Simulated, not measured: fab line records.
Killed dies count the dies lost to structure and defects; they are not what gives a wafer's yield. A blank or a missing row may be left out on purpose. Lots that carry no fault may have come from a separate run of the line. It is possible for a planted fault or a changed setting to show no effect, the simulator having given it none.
Which tool was responsible?	flow rit cmos	14 lots with 42 wafers sampled at 3 steps, on a route of 202 steps

WHAT EACH GAUGE READ, for each wafer
RIT_ACTIVE_BOW_MEAS_00.
lot	measured	on	INCOMING_BOW (um)
L137	day 1 10:00	film metro-02	0 6 -3
L139	day 1 20:02	film metro-02	-4 0 13
L140	day 2 01:01	film metro-01	7 3 -9
L142	day 2 11:04	film metro-02	-10 2 -2
L143	day 2 16:00	film metro-02	0 0 0
L144	day 2 21:02	film metro-01	-1 2 -1
L145	day 3 02:02	film metro-02	-5 -5 11
L147	day 3 12:00	film metro-02	7 5 5
L152	day 4 13:00	film metro-01	-12 -6 2
L153	day 4 18:00	film metro-02	13 -3 -2
L155	day 5 04:00	film metro-01	1 -1 8
L156	day 5 09:00	film metro-02	13 10 2
L158	day 5 19:00	film metro-02	-6 1 11
L160	day 6 05:01	film metro-02	-2 -5 -5

RIT_NRETRO_TW_MEAS_10.
lot	measured	on	NRETRO_TW
L137	day 2 09:07	film metro-01	1070 1068 1063
L139	day 2 23:58	film metro-01	1061 1063 1059
L140	day 3 02:35	film metro-01	1050 1060 1056
L142	day 3 14:45	film metro-02	1057 1051 1056
L143	day 3 17:23	film metro-02	1047 1056 1059
L144	day 3 23:28	film metro-01	1051 1042 1053
L145	day 4 03:32	film metro-01	1057 1056 1062
L147	day 4 14:34	film metro-01	1066 1064 1059
L152	day 5 13:16	film metro-01	1061 1055 1059
L153	day 5 18:27	film metro-02	1055 1051 1061
L155	day 6 02:26	film metro-02	1058 1057 1047
L156	day 6 06:16	film metro-01	1060 1052 1058
L158	day 6 18:09	film metro-02	1056 1051 1050
L160	day 7 04:19	film metro-01	1060 1063 1059

RIT_GATE_OVL_MEAS_17.
lot	measured	on	GATE_OVL (nm)
L137	day 2 23:09	overlay-01	2.2 1.6 2.7
L139	day 3 08:56	overlay-01	-3.0 -1.2 -2.9
L140	day 3 12:13	overlay-01	-3.3 -0.7 -1.3
L142	day 4 00:02	overlay-02	-3.0 -0.6 0.8
L143	day 4 01:59	overlay-01	-3.3 -1.2 -1.4
L144	day 4 09:54	overlay-01	-2.6 0.4 0.9
L145	day 4 11:25	overlay-01	-1.2 -0.2 -2.2
L147	day 4 21:14	overlay-01	-1.9 -1.4 -2.7
L152	day 5 21:24	overlay-01	-1.3 -2.5 -3.1
L153	day 6 02:00	overlay-02	-0.9 -1.6 -1.9
L155	day 6 11:34	overlay-01	1.1 -2.4 1.5
L156	day 6 13:16	overlay-01	0.0 1.3 2.1
L158	day 7 02:09	overlay-02	-2.1 -2.0 -3.0
L160	day 7 17:55	overlay-02	-0.2 -1.4 -0.7

TOOL THAT RAN EACH LOT (tool first, then ch and the chambers of the sampled wafers, then the start)
The record shows no process step preceding these readings.

AS READ BY THE TOOLS THEMSELVES (means over the sampled wafers that have a number; for cases with no such wafer, the mark the record gives instead)
The record holds no such reading with a usual standard deviation.

THE ANSWER, worked out from the rows above alone
Rule: the lots themselves supply what counts as usual. The widest of any qualifying gaps counts: lots, ordered by their means at a reading, are off when they make up no more than a third of the lots, leave a main group of 4 or more, and stand apart from it by 3 or more times the standard deviation of that group's means. Not used: any main group whose means are identical at the precision the tables above print for the reading. Also off: a lot with no number at a reading for which 4 or more lots have one. All remaining lots with rows at the step are treated as sound. Order of review: gauges by route order, followed by the tools' own readings, for which a lot's mean as printed above is used. The first step at which some lot is off is used, and at that step the reading that is off furthest; a lot without a number counts as furthest.
No lot is off on any of the readings shown, so nothing can be concluded from this.

WHAT THE SIMULATOR HAD PUT IN
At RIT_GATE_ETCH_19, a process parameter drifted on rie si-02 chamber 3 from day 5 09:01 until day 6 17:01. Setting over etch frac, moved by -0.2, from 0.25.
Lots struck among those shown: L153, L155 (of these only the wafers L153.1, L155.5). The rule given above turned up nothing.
